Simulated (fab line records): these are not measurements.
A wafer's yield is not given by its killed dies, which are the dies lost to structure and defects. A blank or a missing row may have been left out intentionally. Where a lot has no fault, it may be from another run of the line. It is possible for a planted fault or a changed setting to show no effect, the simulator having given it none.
Split-lot trial / flow berkeley-cmos170 / on a route of 331 steps: 5 lots, 23 wafers read

== THE SPLIT ==
At UCB170_ACTIVE_OXIDATION_02 (target thk 26.4 nm, ox time 1260 s), the setting temp-c was moved away from the recipe's 1000 C on 10 of the 23 wafers read, by -1.6% to +1.2%. The other wafers ran this setting at the recipe's value.

Between the split and the reading, the file records no step.

== THE READING ==
ACTIVE_OXIDE_THK in nanometres, read at UCB170_ACTIVE_THK_MEAS_03. Typical for fault-free wafers on this fab line: 26.3 nm, with standard deviation 0.87 nm.

wafer=L074.1; tool, chamber at the split=-, -; temp-c as run, C=1000; against the recipe=recipe; ACTIVE_OXIDE_THK, nm=27.1; against lot-mates on the recipe=-
wafer=L074.2; tool, chamber at the split=-, -; temp-c as run, C=1000; against the recipe=recipe; ACTIVE_OXIDE_THK, nm=26.9; against lot-mates on the recipe=-
wafer=L074.3; tool, chamber at the split=-, -; temp-c as run, C=1000; against the recipe=recipe; ACTIVE_OXIDE_THK, nm=27.0; against lot-mates on the recipe=-
wafer=L074.4; tool, chamber at the split=-, -; temp-c as run, C=1000; against the recipe=recipe; ACTIVE_OXIDE_THK, nm=27.1; against lot-mates on the recipe=-
wafer=L074.6; tool, chamber at the split=-, -; temp-c as run, C=1000; against the recipe=recipe; ACTIVE_OXIDE_THK, nm=27.3; against lot-mates on the recipe=-
wafer=L076.1; tool, chamber at the split=-, -; temp-c as run, C=983.8; against the recipe=-1.6%; ACTIVE_OXIDE_THK, nm=22.2; against lot-mates on the recipe=no lot-mate on the recipe
wafer=L076.3; tool, chamber at the split=-, -; temp-c as run, C=983.8; against the recipe=-1.6%; ACTIVE_OXIDE_THK, nm=21.7; against lot-mates on the recipe=no lot-mate on the recipe
wafer=L076.4; tool, chamber at the split=-, -; temp-c as run, C=983.8; against the recipe=-1.6%; ACTIVE_OXIDE_THK, nm=22.1; against lot-mates on the recipe=no lot-mate on the recipe
wafer=L076.5; tool, chamber at the split=-, -; temp-c as run, C=983.8; against the recipe=-1.6%; ACTIVE_OXIDE_THK, nm=21.9; against lot-mates on the recipe=no lot-mate on the recipe
wafer=L076.6; tool, chamber at the split=-, -; temp-c as run, C=983.8; against the recipe=-1.6%; ACTIVE_OXIDE_THK, nm=22.1; against lot-mates on the recipe=no lot-mate on the recipe
wafer=L079.1; tool, chamber at the split=-, -; temp-c as run, C=1000; against the recipe=recipe; ACTIVE_OXIDE_THK, nm=27.3; against lot-mates on the recipe=-
wafer=L079.2; tool, chamber at the split=-, -; temp-c as run, C=1000; against the recipe=recipe; ACTIVE_OXIDE_THK, nm=26.9; against lot-mates on the recipe=-
wafer=L079.3; tool, chamber at the split=-, -; temp-c as run, C=1000; against the recipe=recipe; ACTIVE_OXIDE_THK, nm=26.7; against lot-mates on the recipe=-
wafer=L079.4; tool, chamber at the split=-, -; temp-c as run, C=1000; against the recipe=recipe; ACTIVE_OXIDE_THK, nm=27.3; against lot-mates on the recipe=-
wafer=L079.6; tool, chamber at the split=-, -; temp-c as run, C=1000; against the recipe=recipe; ACTIVE_OXIDE_THK, nm=27.1; against lot-mates on the recipe=-
wafer=L081.1; tool, chamber at the split=-, -; temp-c as run, C=1012; against the recipe=+1.2%; ACTIVE_OXIDE_THK, nm=29.8; against lot-mates on the recipe=no lot-mate on the recipe
wafer=L081.3; tool, chamber at the split=-, -; temp-c as run, C=1012; against the recipe=+1.2%; ACTIVE_OXIDE_THK, nm=30.0; against lot-mates on the recipe=no lot-mate on the recipe
wafer=L081.4; tool, chamber at the split=-, -; temp-c as run, C=1012; against the recipe=+1.2%; ACTIVE_OXIDE_THK, nm=30.4; against lot-mates on the recipe=no lot-mate on the recipe
wafer=L081.5; tool, chamber at the split=-, -; temp-c as run, C=1012; against the recipe=+1.2%; ACTIVE_OXIDE_THK, nm=30.3; against lot-mates on the recipe=no lot-mate on the recipe
wafer=L081.6; tool, chamber at the split=-, -; temp-c as run, C=1012; against the recipe=+1.2%; ACTIVE_OXIDE_THK, nm=30.0; against lot-mates on the recipe=no lot-mate on the recipe
wafer=L083.1; tool, chamber at the split=furnace-04, 0; temp-c as run, C=1000; against the recipe=recipe; ACTIVE_OXIDE_THK, nm=25.1; against lot-mates on the recipe=-
wafer=L083.2; tool, chamber at the split=furnace-04, 0; temp-c as run, C=1000; against the recipe=recipe; ACTIVE_OXIDE_THK, nm=25.4; against lot-mates on the recipe=-
wafer=L083.3; tool, chamber at the split=furnace-04, 0; temp-c as run, C=1000; against the recipe=recipe; ACTIVE_OXIDE_THK, nm=25.0; against lot-mates on the recipe=-

THE FIT
A straight line over all 23 wafers: ACTIVE_OXIDE_THK changes by +2.87 nm for each +1% of temp-c; r = +0.97; the points scatter about the line by 0.66 nm.
Too few moved wafers have a lot-mate on the recipe to fit a line with each lot's own level taken away.

== THE WHOLE CHAIN: every reading that the file lists as answering this split, in the file's order ==
step=UCB170_ACTIVE_OXIDATION_02; what it does=target thk 26.4 nm, ox time 1260 s; reading=SiO2_of_ACTIVE_OXIDATION_02.thk-nm (the simulator's own value, which no gauge read); change (the file's fit)=+2.87 nm for each +1% of the setting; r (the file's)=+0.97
step=UCB170_ACTIVE_THK_MEAS_03; what it does=; reading=ACTIVE_OXIDE_THK; change (the file's fit)=+2.87 for each +1% of the setting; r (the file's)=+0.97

== FILE'S OWN FIT ==
ACTIVE_OXIDE_THK changes by +2.87 nm for each +1% of temp-c, r = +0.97.
